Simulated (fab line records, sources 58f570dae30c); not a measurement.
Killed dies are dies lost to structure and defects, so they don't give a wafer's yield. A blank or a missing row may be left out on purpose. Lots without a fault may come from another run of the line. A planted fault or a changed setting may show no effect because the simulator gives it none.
Chamber matching | flow berkeley_cmos170 | UCB170_CONTACT_ETCH_17 on rie_diel-02: 4 sister chambers
The step etches BARC in N2/H2. 8 wafers are shown with their chamber, then 7 later ones without.

WAFERS WITH THEIR CHAMBER
wafer  | chamber | drypump_motor_current_A (A) | oes_product_au (a.u.)
L734.4 | 3       | 5.57                        | 1.012
L737.5 | 1       | 5.69                        | 0.987
L736.5 | 1       | 5.68                        | 0.988
L741.1 | 0       | 6.07                        | 1.037
L741.4 | 2       | 5.77                        | 0.981
L741.5 | 2       | 5.74                        | 0.985
L745.2 | 0       | 6.03                        | 1.037
L745.4 | 3       | 5.58                        | 1.007

WAFERS WITHOUT THEIR CHAMBER
wafer  | drypump_motor_current_A (A) | oes_product_au (a.u.)
L745.6 | 6.05                        | 1.033
L748.1 | 6.06                        | 1.028
L748.2 | 5.72                        | 0.983
L748.4 | 5.56                        | 1.011
L749.1 | 5.75                        | 0.978
L749.3 | 5.67                        | 0.979
L749.5 | 5.55                        | 1.017

WHICH CHAMBER EACH WENT THROUGH
wafer  | from the rows above     | in truth
L745.6 | 0                       | 0
L748.1 | 0                       | 0
L748.2 | can't be placed: 2 or 1 | 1
L748.4 | 3                       | 3
L749.1 | 2                       | 2
L749.3 | can't be placed: 1 or 2 | 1
L749.5 | 3                       | 3
Placed correctly: 5 of 7. Can't be placed from these rows: 2 (the true chamber is among the candidates in 2). Placed wrongly: 0.
How it was worked out, from the rows above alone: a wafer's distance from a chamber is the root of the sum, over the readings, of the square of ((its reading less the chamber's mean) divided by the reading's scatter). The wafer belongs to the nearest chamber; if the next one is less than 2 further off, it can't be placed. A chamber's mean is the mean of its shown wafers. The scatter: the root of (the sum of the squares of (reading less its chamber's mean) over the shown wafers, divided by (wafers less chambers)).
